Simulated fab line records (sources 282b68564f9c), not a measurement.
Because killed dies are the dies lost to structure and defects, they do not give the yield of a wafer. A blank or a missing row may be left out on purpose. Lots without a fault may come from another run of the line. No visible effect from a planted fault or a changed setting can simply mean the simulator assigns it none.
Comparing a struck lot with a sound one ; flow rit cmos ; 15 steps out of a route of 202
Sound: these wafers, L508.2, L508.3, L508.4. Wafers struck: L521.2, L521.3, L521.5. At the end, the cause is stated.
For every step that has rows: the tool of each side, followed by ch and its chambers, followed by its first start. Under that, the readings that differ: sound wafers ; struck wafers ; difference of the means ; sigmas: that difference in standard deviations of wafers without a fault.
alike: same words and numbers on both sides, and readings whose means sit less than 2 such deviations apart. not compared: any withheld reading, any reading some wafer has no value for, any bound like >300 that may hide the same value, and any number with overlapping values for which the record gives no deviation.
Wherever a step has rows on one side only, a row that says differs or no value, or a row with sigmas, the two part there. Numbers that have no deviation but don't overlap get no sigmas and don't part them. A reading that every wafer of one side lacks parts them only if that side has two wafers or more.

RIT_GATE_THK_MEAS_07:
  sound on film metro-01 at day 3 15:43; struck on film metro-04 at day 6 23:32
  alike: GATE_OXIDE_THK
then, 1 step without rows for these wafers: RIT_GATE_CVD_08 (deposits poly-Si from SiH4, target thk 250 nm, time 2220 s).
RIT_GATE_THK_MEAS_09:
  sound on film metro-04 at day 3 17:24; struck on film metro-04 at day 7 01:13
  alike: GATE_POLY_THK
then, 6 steps without rows for these wafers: RIT_GATE_HMDS_10 (prime time 60 s); RIT_GATE_COAT_11 (resist thk 850 nm); RIT_GATE_SOFTBAKE_12 (time 60 s); RIT_GATE_EXPOSE_13 (exposes mask M6, target cd 150 nm); RIT_GATE_PEB_14; RIT_GATE_DEVELOP_15 (develop time 50 s).
RIT_GATE_CD_MEAS_16 targets a cd of 150 nm.
  sound on cd sem-01 at day 3 18:34; struck on cd sem-02 at day 7 02:08
  alike: cd nm
RIT_GATE_OVL_MEAS_17:
  sound on overlay-01 at day 3 18:41; struck on overlay-02 at day 7 02:14
  alike: GATE_OVL
then, 1 step without rows for these wafers: RIT_GATE_HARDBAKE_18 (time 60 s).
RIT_GATE_ETCH_19: etches poly-Si in SF6/CHF3/O2, stops on SiO2, time 165 s, target depth 312.5 nm.
  sound on rie si-02 ch 0,2,3, day 3 18:58; struck on rie si-01 ch 0,2,3, day 7 02:25
reading;sound;struck;difference;sigmas
rf fwd power W (W);158.9 159.6 158.7;185.1 185.3 184.1;+25.8;+52
model.NOVOLAK_of_GATE_COAT_11.thk nm (nm);666.9 666.8 667.8;661.7 654.1 655.1;-10.2;
  alike: SF6_flow_sccm, drypump motor current A, oes product au, throttle valve pct
  not compared: rf hours counter h
RIT_GATE_STRIP_20: strips in O2, time 180 s.
  sound on plasma asher-03 ch 0,1, day 3 19:04; struck on plasma asher-01 ch 0,1, day 7 02:32
  alike: drypump motor current A
  not compared: rf hours counter h
RIT_M1_PROBE_99:
  sound on prober-02 at day 4 19:48; struck on prober-02 at day 8 12:26
  alike: killed at contacts, killed at front end, killed dies, killed open, killed short
  not compared: model.etest.pmos turned.r on ohm um, model.etest.pmos_0p15.r on ohm um, model.etest.pmos_0p15.drive ua um, model.etest.pmos turned.drive ua um, model.etest.ring.delay ps, model.etest.pmos_0p15.swing mv dec, model.etest.retro edge pmos.off log10 a um, model.etest.pmos_0p15.off log10 a um

## WHERE THEY PART
At RIT_GATE_ETCH_19 and nowhere else, as far as this record goes. Later steps at which nothing parts them and some readings are alike: RIT_GATE_STRIP_20, RIT_M1_PROBE_99.

WHY: the cause the simulator had injected
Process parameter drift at RIT_GATE_ETCH_19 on rie si-01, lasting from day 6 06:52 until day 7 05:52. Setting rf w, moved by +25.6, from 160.
